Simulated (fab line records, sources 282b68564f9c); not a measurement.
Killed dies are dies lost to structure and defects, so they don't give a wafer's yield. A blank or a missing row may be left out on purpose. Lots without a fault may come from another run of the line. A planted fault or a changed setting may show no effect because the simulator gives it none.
fab line records | flow rit_cmos
record lots=15 wafers=45 last_day=7
route steps=202 shown NWELL@36 M1@202
lots that met no fault: from a run of the same line without faults
start_h: hours from the record's first day to the start of the lot's first wafer shown | wait_h: hours since the lot's step before | " the same as in the row above | L1.1+2: a row that stands for several wafers | - no value, or no start given | * or withheld: withheld | < > ~ a bound
route shown NAME@n: a module of which the file shows steps, and the number in the route of the first | usual: mean/standard deviation of fault-free wafers | same: alike in all rows | chamber/n: place in a boat | sites: the reading at each site | _std_site: their standard deviation | _edge_site: outer sites' mean less inner sites' | radius_mm: how far each site lies from the wafer's centre | mask NAME#n: copy n | behind: the tool/chamber that last shaped the wafer | hold: why the lot was held/for how many hours/how that ended | device: the transistor (n, p or np) that didn't switch | end of line: the same wafers' tests at the end of the route | a step without rows: its recipe alone | killed: dies lost to structure and defects at the first sort, not the wafer's yield | map: a wafer's dies, x killed, . not, _ none there
set.NAME: the setting as run; set.NAME@STEP: as run at that earlier step | model.NAME: the simulator's own value behind a step, which no gauge read
steps of the route over a sample of lots; a table a step, a row a wafer
services: from which hour (start_h, from the record's first day; less than 0 if before it) a tool's chamber was out of use, for how many hours, and why
## steps
# step RIT_NWELL_IMPLANT_08
# recipe species=P energy_kev=170 dose_cm2=5e+13 tilt_deg=7
# columns lot.wafer tool chamber start_h wait_h
L834.1+3+6 implanter-02 0 37.82 0.2
L835.2+3+4 implanter-02 0 47.32 0.2
L836.1+5+6 implanter-04 0 47.53 0.2
L839.2+3+5 implanter-04 0 58.74 0.2
L841.1+5+6 implanter-01 0 66.59 0.2
L841.1+5+6 implanter-01 0 66.91 0.3
L842.3+4+5 implanter-01 0 69.14 0.2
L842.3+4+5 implanter-01 0 69.45 0.3
L843.2+3+5 implanter-02 0 71.90 0.2
L843.2+3+5 implanter-02 0 72.21 0.3
L844.3+4+6 implanter-04 0 81.33 0.2
L848.1+3+6 implanter-02 0 98.25 0.2
L849.1+3+6 implanter-02 0 102.15 0.2
L850.1+3+4 implanter-02 0 107.01 0.2
L851.1+3+6 implanter-04 0 116.36 0.2
L852.2+4+5 implanter-04 0 118.50 0.2
L853.3+4+6 implanter-02 0 121.36 0.2
L854.1+4+6 implanter-04 0 133.25 0.2
# step RIT_NWELL_TW_MEAS_10
# usual NWELL_TW=2164/24
# columns lot.wafer tool chamber start_h wait_h NWELL_TW
L834.1 film_metro-04 - 38.15 0.1 2129
L834.3 " - " " 2137
L834.6 " - " " 2140
L835.2 film_metro-03 - 47.63 0.1 2159
L835.3 " - " " 2158
L835.4 " - " " 2149
L836.1 film_metro-04 - 47.86 0.1 2150
L836.5 " - " " 2142
L836.6 " - " " 2138
L839.2 film_metro-01 - 59.05 0.1 2187
L839.3 " - " " 2180
L839.5 " - " " 2181
L841.1 film_metro-01 - 67.23 0.1 2741
L841.5 " - " " 2719
L841.6 " - " " 2714
L841.1 film_metro-01 - 67.46 0.2 2727
L841.5 " - " " 2718
L841.6 " - " " 2716
L842.3 film_metro-01 - 69.75 0.1 2696
L842.4 " - " " 2717
L842.5 " - " " 2731
L842.3 film_metro-01 - 70.02 0.3 2715
L842.4 " - " " 2717
L842.5 " - " " 2706
L843.2 film_metro-01 - 72.52 0.1 2699
L843.3 " - " " 2709
L843.5 " - " " 2706
L843.2 film_metro-01 - 72.75 0.2 2706
L843.3 " - " " 2710
L843.5 " - " " 2697
L844.3 film_metro-04 - 81.63 0.1 2120
L844.4 " - " " 2126
L844.6 " - " " 2125
L848.1 film_metro-01 - 98.57 0.1 2180
L848.3 " - " " 2181
L848.6 " - " " 2178
L849.1 film_metro-04 - 102.47 0.1 2144
L849.3 " - " " 2130
L849.6 " - " " 2136
L850.1 film_metro-01 - 107.33 0.1 2189
L850.3 " - " " 2176
L850.4 " - " " 2183
L851.1 film_metro-01 - 116.69 0.1 2170
L851.3 " - " " 2170
L851.6 " - " " 2174
L852.2 film_metro-01 - 118.81 0.1 2166
L852.4 " - " " 2177
L852.5 " - " " 2179
L853.3 film_metro-01 - 121.65 0.1 2183
L853.4 " - " " 2184
L853.6 " - " " 2175
L854.1 film_metro-01 - 133.57 0.1 2194
L854.4 " - " " 2189
L854.6 " - " " 2190
# step RIT_WELLDRIVE_RS_MEAS_01
# recipe thk_meas_gauge=four-point-probe
# usual NWELL_RS=275.5/0.68
# columns lot.wafer tool chamber start_h wait_h NWELL_RS[ohm/sq]
L834.1 film_metro-04 - 50.08 0.0 275.8
L834.3 " - " " 276.1
L834.6 " - " " 275.1
L836.1 film_metro-04 - 55.41 0.0 274.2
L836.5 " - " " 274.0
L836.6 " - " " 273.8
L835.2 film_metro-01 - 55.43 0.0 276.0
L835.3 " - " " 275.7
L835.4 " - " " 275.3
L839.2 film_metro-03 - 66.90 0.0 276.1
L839.3 " - " " 276.1
L839.5 " - " " 275.5
L841.1 film_metro-04 - 76.67 0.0 181.8
L841.5 " - " " 182.0
L841.6 " - " " 182.6
L841.1 film_metro-04 - 76.95 0.3 182.2
L841.5 " - " " 182.3
L841.6 " - " " 182.6
L842.3 film_metro-03 - 78.30 0.0 182.9
L842.4 " - " " 182.4
L842.5 " - " " 183.3
L842.3 film_metro-03 - 78.59 0.3 183.1
L842.4 " - " " 182.6
L842.5 " - " " 183.0
L843.2 film_metro-01 - 82.77 0.0 182.7
L843.3 " - " " 182.7
L843.5 " - " " 182.7
L843.2 film_metro-01 - 83.12 0.3 182.8
L843.3 " - " " 182.6
L843.5 " - " " 182.6
L844.3 film_metro-01 - 89.05 0.0 275.5
L844.4 " - " " 275.4
L844.6 " - " " 275.8
L848.1 film_metro-01 - 106.46 0.0 275.7
L848.3 " - " " 274.8
L848.6 " - " " 275.4
L849.1 film_metro-01 - 109.99 0.0 275.9
L849.3 " - " " 276.0
L849.6 " - " " 275.6
L850.1 film_metro-01 - 115.07 0.0 274.8
L850.3 " - " " 275.3
L850.4 " - " " 275.2
L851.1 film_metro-03 - 124.27 0.0 275.5
L851.3 " - " " 276.1
L851.6 " - " " 275.6
L852.2 film_metro-03 - 129.37 0.0 276.1
L852.4 " - " " 276.1
L852.5 " - " " 275.7
L853.3 film_metro-04 - 129.39 0.0 276.0
L853.4 " - " " 275.7
L853.6 " - " " 276.0
L854.1 film_metro-01 - 141.42 0.0 275.9
L854.4 " - " " 275.7
L854.6 " - " " 275.2
# step RIT_M1_PROBE_99
# usual defect_limited_yield=97.2/1.1 killed_at_M0_to_M3=0.0/0.14 killed_at_contacts=0.0/0.2 killed_at_front_end=7.3/2.8 killed_dies=7.3/2.8 killed_open=3.8/1.9 killed_short=3.5/1.8 sort_bin_3_pad_short=0.1/0.23 sort_bin_5_function=1.6/0.85 sort_bin_6_memory=1.0/0.62 sort_n_pass=256.7/2.8 sort_yield_pct=97.2/1.1
# same gross_dies=264 killed_at_M4_up=0 killed_at_back_side=0 killed_at_other=0
# columns lot.wafer tool chamber start_h wait_h defect_limited_yield[%] killed_at_M0_to_M3 killed_at_contacts killed_at_front_end killed_dies killed_open killed_short sort_bin_3_pad_short[%] sort_bin_5_function[%] sort_bin_6_memory[%] sort_n_pass sort_yield_pct[%]
L834.1 prober-02 - 84.26 0.1 97.0 0 0 8 8 3 5 0 1.9 1.1 256.0 97.0
L834.3 prober-02 - 84.36 0.2 97.7 0 0 6 6 4 2 0.4 1.5 0.4 258.0 97.7
L834.6 prober-02 - 84.51 0.2 95.1 0 0 13 13 5 8 0.8 1.9 2.3 251.0 95.1
L835.2 prober-01 - 89.75 0.1 97.3 1 0 6 7 2 5 0 1.1 1.5 257.0 97.3
L835.3 prober-01 - 89.80 0.2 99.6 0 0 1 1 1 0 0 0.4 0 263.0 99.6
L835.4 prober-01 - 89.85 0.2 95.8 0 0 11 11 8 3 0.4 2.7 1.1 253.0 95.8
L836.1 prober-02 - 91.20 0.1 97.3 0 0 7 7 2 5 0.4 1.5 0.8 257.0 97.3
L836.5 prober-02 - 91.40 0.2 98.9 0 0 3 3 2 1 0 0.8 0.4 261.0 98.9
L836.6 prober-02 - 91.45 0.2 98.1 0 0 5 5 3 2 0 1.5 0.4 259.0 98.1
L839.2 prober-02 - 102.57 0.1 95.5 0 0 12 12 3 9 0.4 2.7 1.5 252.0 95.5
L839.3 prober-02 - 102.62 0.2 96.6 0 0 9 9 3 6 0.4 1.5 1.5 255.0 96.6
L839.5 prober-02 - 102.72 0.2 97.7 0 0 6 6 3 3 0 1.5 0.8 258.0 97.7
L844.3 prober-02 - 118.92 0.2 97.0 0 0 8 8 4 4 0 2.3 0.8 256.0 97.0
L844.4 prober-02 - 118.97 0.2 97.7 0 0 6 6 3 3 0.4 0.4 1.5 258.0 97.7
L844.6 prober-02 - 119.07 0.2 95.1 0 0 13 13 9 4 0 3.8 1.1 251.0 95.1
L848.1 prober-02 - 137.57 0.1 96.6 1 0 8 9 5 4 0 2.7 0.8 255.0 96.6
L848.3 prober-02 - 137.67 0.2 97.0 0 1 7 8 4 4 0.4 1.1 1.5 256.0 97.0
L848.6 prober-02 - 137.82 0.2 96.2 0 0 10 10 4 6 0.4 1.9 1.5 254.0 96.2
L849.1 prober-01 - 150.95 0.1 95.1 0 0 13 13 9 4 0 3.8 1.1 251.0 95.1
L849.3 prober-01 - 151.05 0.2 97.7 0 0 6 6 2 4 0 1.9 0.4 258.0 97.7
L849.6 prober-01 - 151.20 0.2 97.7 0 0 6 6 4 2 0 1.9 0.4 258.0 97.7
L850.1 prober-02 - 150.95 0.1 96.2 0 0 10 10 8 2 0.4 1.5 1.9 254.0 96.2
L850.3 prober-02 - 151.05 0.2 93.6 0 0 17 17 9 8 0.4 3.4 2.7 247.0 93.6
L850.4 prober-02 - 151.10 0.2 96.6 0 0 9 9 7 2 0 2.7 0.8 255.0 96.6
L851.1 prober-01 - 154.09 0.1 97.3 0 0 7 7 5 2 0 1.1 1.5 257.0 97.3
L851.3 prober-01 - 154.19 0.2 96.2 0 0 10 10 6 4 0.4 2.7 0.8 254.0 96.2
L851.6 prober-01 - 154.34 0.2 97.7 0 0 6 6 4 2 0 0.8 1.5 258.0 97.7
L852.2 prober-02 - 159.42 0.1 97.0 0 0 8 8 4 4 0.4 1.9 0.8 256.0 97.0
L852.4 prober-02 - 159.52 0.2 95.8 0 0 11 11 4 7 0 2.3 1.9 253.0 95.8
L852.5 prober-02 - 159.57 0.2 97.7 0 0 6 6 4 2 0 2.3 0 258.0 97.7
L853.3 prober-01 - 160.97 0.2 96.2 0 0 10 10 5 5 0 2.7 1.1 254.0 96.2
L853.4 prober-01 - 161.02 0.2 97.0 0 0 8 8 5 3 0 1.9 1.1 256.0 97.0
L853.6 prober-01 - 161.12 0.2 96.6 0 0 9 9 5 4 0 3.0 0.4 255.0 96.6
L854.1 prober-02 - 172.35 0.1 96.2 0 0 10 10 6 4 0.4 2.7 0.8 254.0 96.2
L854.4 prober-02 - 172.50 0.2 97.0 0 0 8 8 7 1 0 1.9 1.1 256.0 97.0
L854.6 prober-02 - 172.60 0.2 98.9 0 0 3 3 2 1 0 0.8 0.4 261.0 98.9
# killed by level:class
L834.1 FOX2:geometric_particle:short=2 FOX1:geometric_particle:short=1 FOX2:geometric_particle:open=1 GATE:geometric_particle:short=1 GATE:geometric_particle:open=1 REOX:geometric_particle:short=1 SILICIDE:geometric_particle:open=1
L834.3 SPACER:geometric_particle:open=2 FOX1:geometric_particle:short=1 GATE:geometric_particle:open=1 REOX:geometric_particle:open=1 SPACER:geometric_particle:short=1
L834.6 GATE:geometric_particle:short=4 GATE:geometric_particle:open=3 REOX:geometric_particle:short=2 FOX1:geometric_particle:short=1 FOX2:geometric_particle:open=1 SPACER:geometric_particle:open=1 SILICIDE:geometric_particle:short=1
L835.2 GATE:geometric_particle:short=3 GATE:geometric_particle:open=1 REOX:geometric_particle:open=1 SPACER:geometric_particle:short=1 M1:geometric_particle:short=1
L835.3 FOX2:geometric_particle:open=1
L835.4 GATE:geometric_particle:open=5 SPACER:geometric_particle:open=2 SILICIDE:geometric_particle:short=2 GATE:geometric_particle:short=1 REOX:geometric_particle:open=1
L836.1 GATE:geometric_particle:open=2 FOX1:geometric_particle:short=1 FOX2:geometric_particle:short=1 GATE:geometric_particle:short=1 REOX:geometric_particle:short=1 SPACER:geometric_particle:short=1
L836.5 GATE:geometric_particle:open=1 FOX2:geometric_particle:open=1 GATE:geometric_particle:short=1
L836.6 GATE:geometric_particle:short=2 FOX1:geometric_particle:open=1 GATE:geometric_particle:open=1 REOX:geometric_particle:open=1
L839.2 GATE:geometric_particle:short=7 GATE:geometric_particle:open=2 FOX1:geometric_particle:short=1 REOX:geometric_particle:open=1 SPACER:geometric_particle:short=1
L839.3 GATE:geometric_particle:short=2 REOX:geometric_particle:open=2 SILICIDE:geometric_particle:short=2 FOX2:geometric_particle:short=1 REOX:geometric_particle:short=1 SILICIDE:geometric_particle:open=1
L839.5 REOX:geometric_particle:short=2 FOX2:geometric_particle:open=1 FOX2:geometric_particle:short=1 GATE:geometric_particle:open=1 REOX:geometric_particle:open=1
L844.3 GATE:geometric_particle:short=2 FOX1:geometric_particle:short=1 GATE:geometric_particle:open=1 REOX:geometric_particle:open=1 SPACER:geometric_particle:open=1 SILICIDE:geometric_particle:open=1 SILICIDE:geometric_particle:short=1
L844.4 GATE:geometric_particle:short=3 FOX1:geometric_particle:open=1 GATE:geometric_particle:open=1 SILICIDE:geometric_particle:open=1
L844.6 FOX2:geometric_particle:open=2 GATE:geometric_particle:open=2 REOX:geometric_particle:open=2 SPACER:geometric_particle:open=2 ACTIVE:geometric_particle:open=1 FOX1:geometric_particle:short=1 GATE:geometric_particle:short=1 REOX:geometric_particle:short=1
L848.1 FOX1:geometric_particle:short=2 GATE:geometric_particle:open=2 REOX:geometric_particle:open=2 FOX2:geometric_particle:open=1 GATE:geometric_particle:short=1 M1:geometric_particle:short=1
L848.3 REOX:geometric_particle:short=2 FOX1:geometric_particle:open=1 GATE:geometric_particle:open=1 GATE:geometric_particle:short=1 REOX:geometric_particle:open=1 SPACER:geometric_particle:open=1 CONTACT:geometric_particle:short=1
L848.6 GATE:geometric_particle:short=4 FOX1:geometric_particle:open=2 REOX:geometric_particle:short=2 GATE:geometric_particle:open=1 SPACER:geometric_particle:open=1
L849.1 GATE:geometric_particle:open=3 REOX:geometric_particle:open=2 SILICIDE:geometric_particle:open=2 FOX1:geometric_particle:short=1 FOX1:geometric_particle:open=1 GATE:geometric_particle:short=1 REOX:geometric_particle:short=1 SPACER:geometric_particle:open=1
L850.1 REOX:geometric_particle:open=5 GATE:geometric_particle:open=2 FOX1:geometric_particle:open=1 REOX:geometric_particle:short=1 SPACER:geometric_particle:short=1
L849.3 GATE:geometric_particle:short=2 FOX1:geometric_particle:open=1 FOX1:geometric_particle:short=1 SILICIDE:geometric_particle:short=1 SILICIDE:geometric_particle:open=1
L850.3 REOX:geometric_particle:short=5 REOX:geometric_particle:open=3 SPACER:geometric_particle:open=3 GATE:geometric_particle:open=2 FOX1:geometric_particle:open=1 FOX1:geometric_particle:short=1 GATE:geometric_particle:short=1 SILICIDE:geometric_particle:short=1
L850.4 REOX:geometric_particle:open=3 REOX:geometric_particle:short=2 FOX1:geometric_particle:open=1 GATE:geometric_particle:open=1 SPACER:geometric_particle:open=1 SILICIDE:geometric_particle:open=1
L849.6 GATE:geometric_particle:short=2 SILICIDE:geometric_particle:open=2 GATE:geometric_particle:open=1 REOX:geometric_particle:open=1
L851.1 FOX2:geometric_particle:open=3 FOX2:geometric_particle:short=2 REOX:geometric_particle:open=1 SPACER:geometric_particle:open=1
L851.3 REOX:geometric_particle:open=2 FOX1:geometric_particle:open=1 FOX1:geometric_particle:short=1 GATE:geometric_particle:open=1 REOX:geometric_particle:short=1 SPACER:geometric_particle:short=1 SPACER:geometric_particle:open=1 SILICIDE:geometric_particle:short=1
L851.6 FOX1:geometric_particle:open=2 FOX1:geometric_particle:short=1 FOX2:geometric_particle:open=1 GATE:geometric_particle:short=1 SPACER:geometric_particle:open=1
L852.2 FOX1:geometric_particle:open=2 REOX:geometric_particle:short=2 GATE:geometric_particle:short=1 GATE:geometric_particle:open=1 SILICIDE:geometric_particle:open=1 SILICIDE:geometric_particle:short=1
L852.4 SILICIDE:geometric_particle:open=3 FOX1:geometric_particle:short=2 GATE:geometric_particle:short=2 SILICIDE:geometric_particle:short=2 FOX1:geometric_particle:open=1 REOX:geometric_particle:short=1
L852.5 FOX2:geometric_particle:open=2 FOX1:geometric_particle:open=1 FOX2:geometric_particle:short=1 GATE:geometric_particle:open=1 REOX:geometric_particle:short=1
L853.3 SILICIDE:geometric_particle:short=3 GATE:geometric_particle:open=2 SILICIDE:geometric_particle:open=2 FOX1:geometric_particle:open=1 FOX1:geometric_particle:short=1 FOX2:geometric_particle:short=1
L853.4 GATE:geometric_particle:open=3 FOX1:geometric_particle:short=1 FOX2:geometric_particle:open=1 GATE:geometric_particle:short=1 SPACER:geometric_particle:open=1 SPACER:geometric_particle:short=1
L853.6 FOX1:geometric_particle:short=2 GATE:geometric_particle:short=2 SILICIDE:geometric_particle:open=2 FOX1:geometric_particle:open=1 FOX2:geometric_particle:open=1 GATE:geometric_particle:open=1
L854.1 GATE:geometric_particle:open=4 FOX1:geometric_particle:open=1 FOX2:geometric_particle:short=1 FOX2:geometric_particle:open=1 REOX:geometric_particle:short=1 SPACER:geometric_particle:short=1 SILICIDE:geometric_particle:short=1
L854.4 GATE:geometric_particle:open=5 ACTIVE:geometric_particle:open=1 FOX1:geometric_particle:open=1 GATE:geometric_particle:short=1
L854.6 GATE:geometric_particle:open=1 REOX:geometric_particle:short=1 SILICIDE:geometric_particle:open=1
## services
# columns tool chamber start_h hours kind
implanter-02 - 27.14 9.0 pm
implanter-02 - 79.65 3.0 pm
implanter-01 - 89.92 3.4 repair
## key
first_sign step=RIT_NWELL_IMPLANT_08 reading=visit direction=added
effect step=RIT_NWELL_TW_MEAS_10 reading=visit direction=added
effect step=RIT_NWELL_TW_MEAS_10 reading=NWELL_TW direction=up sigmas=23 usual=2164 struck=2715
effect step=RIT_WELLDRIVE_RS_MEAS_01 reading=visit direction=added
effect step=RIT_WELLDRIVE_RS_MEAS_01 reading=NWELL_RS direction=down sigmas=99+ usual=275.5 struck=182.6
met_at RIT_NWELL_IMPLANT_08
struck_lots L841,L842,L843
scrapped_behind RIT_WELLDRIVE_RS_MEAS_01 L841.1,L841.5,L841.6,L842.3,L842.4,L842.5,L843.2,L843.3,L843.5
fault kind=repeated_step_whole tool=implanter-01,implanter-02,implanter-04 chamber=- onset_h=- steps=RIT_NWELL_IMPLANT_08 times=1 scope=struck_lots_only
